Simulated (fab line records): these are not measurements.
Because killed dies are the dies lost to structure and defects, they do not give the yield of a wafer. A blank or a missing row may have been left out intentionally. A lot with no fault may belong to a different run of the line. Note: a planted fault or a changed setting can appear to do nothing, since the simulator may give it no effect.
A struck lot beside a sound one | flow rit cmos | 15 steps out of a route of 202
Sound: wafers L297.2, L297.4, L297.6. The struck wafers were L304.1, L304.3, L304.4. The cause is named last.
Each step with rows lists, per side, the tool, then ch with its chambers, then its first start. Under that, the readings that differ: sound wafers | struck wafers | difference of the means | sigmas: that difference in standard deviations of wafers without a fault.
alike: readings whose means differ by less than 2 such deviations, and words and numbers that are the same on both sides. not compared: withheld readings, readings that some wafer has no value for, bounds like >300 that may hide the same value, and numbers for which the record gives no deviation and whose values overlap.
Wherever a step has rows on one side only, a row that says differs or no value, or a row with sigmas, the two part there. Non-overlapping numbers with no deviation appear without sigmas and do not part them. A reading that every wafer of one side lacks parts them only if that side has two wafers or more.

RIT_PLDD_TW_MEAS_10:
  struck on film metro-02, day 4 18:29; sound on film metro-03, day 3 06:43
  reading | sound          | struck         | difference | sigmas
  PLDD_TW | 2341 2331 2324 | 2372 2370 2389 | +45        | +2
then, 4 steps without rows for these wafers: RIT_SPACER_CLEAN_00 (cleans in SC1, time 600 s); RIT_SPACER_CLEAN_01 (cleans in dHF, time 30 s); RIT_SPACER_CLEAN_02 (cleans in SC2, time 600 s); RIT_SPACER_CVD_03 (deposits Si3N4 from SiH2Cl2/NH3, target thk 250 nm, time 3300 s).
RIT_SPACER_THK_MEAS_04:
  struck on film metro-01, day 4 20:51; sound on film metro-02, day 3 09:04
  alike: SPACER_NITRIDE_THK
RIT_SPACER_ETCHBACK_05: etches Si3N4 in SF6/CHF3, stops on SiO2, target depth 250 nm, time 240 s.
  sound on rie diel-03 ch 0,1, day 3 09:07; struck on rie diel-02 ch 0,1,2, day 4 20:55
  alike: drypump motor current A, oes product au, throttle valve pct
  not compared: rf hours counter h
then, 5 steps without rows for these wafers: RIT_NSD_HMDS_00 (prime time 60 s); RIT_NSD_COAT_01 (resist thk 1000 nm); RIT_NSD_SOFTBAKE_02 (time 60 s); RIT_NSD_EXPOSE_03 (exposes mask M9, target cd 40700 nm); RIT_NSD_PEB_04.
RIT_NSD_DEVELOP_05: develop time 50 s.
  sound on litho track-04 ch 0, day 3 10:00; struck on litho track-04 ch 0, day 4 21:00
  reading              | sound             | struck            | difference | sigmas
  developer temp C (C) | 23.06 23.03 23.06 | 22.07 21.95 22.11 | -1.01      | -10
  alike: chill plate temp C
RIT_NSD_OVL_MEAS_06:
  struck on overlay-01, day 4 21:55; sound on overlay-02, day 3 10:07
  alike: NSD_OVL
RIT_M1_PROBE_99:
  struck on prober-02, day 5 10:02; sound on prober-01, day 3 20:11
  alike: killed at front end, killed dies, killed open, killed short

== WHERE THEY PART ==
Earliest at RIT_PLDD_TW_MEAS_10; latest, in this record, at RIT_NSD_DEVELOP_05. Later steps at which nothing parts them and some readings are alike: RIT_NSD_OVL_MEAS_06, RIT_M1_PROBE_99.

WHY: whatever the simulator had introduced
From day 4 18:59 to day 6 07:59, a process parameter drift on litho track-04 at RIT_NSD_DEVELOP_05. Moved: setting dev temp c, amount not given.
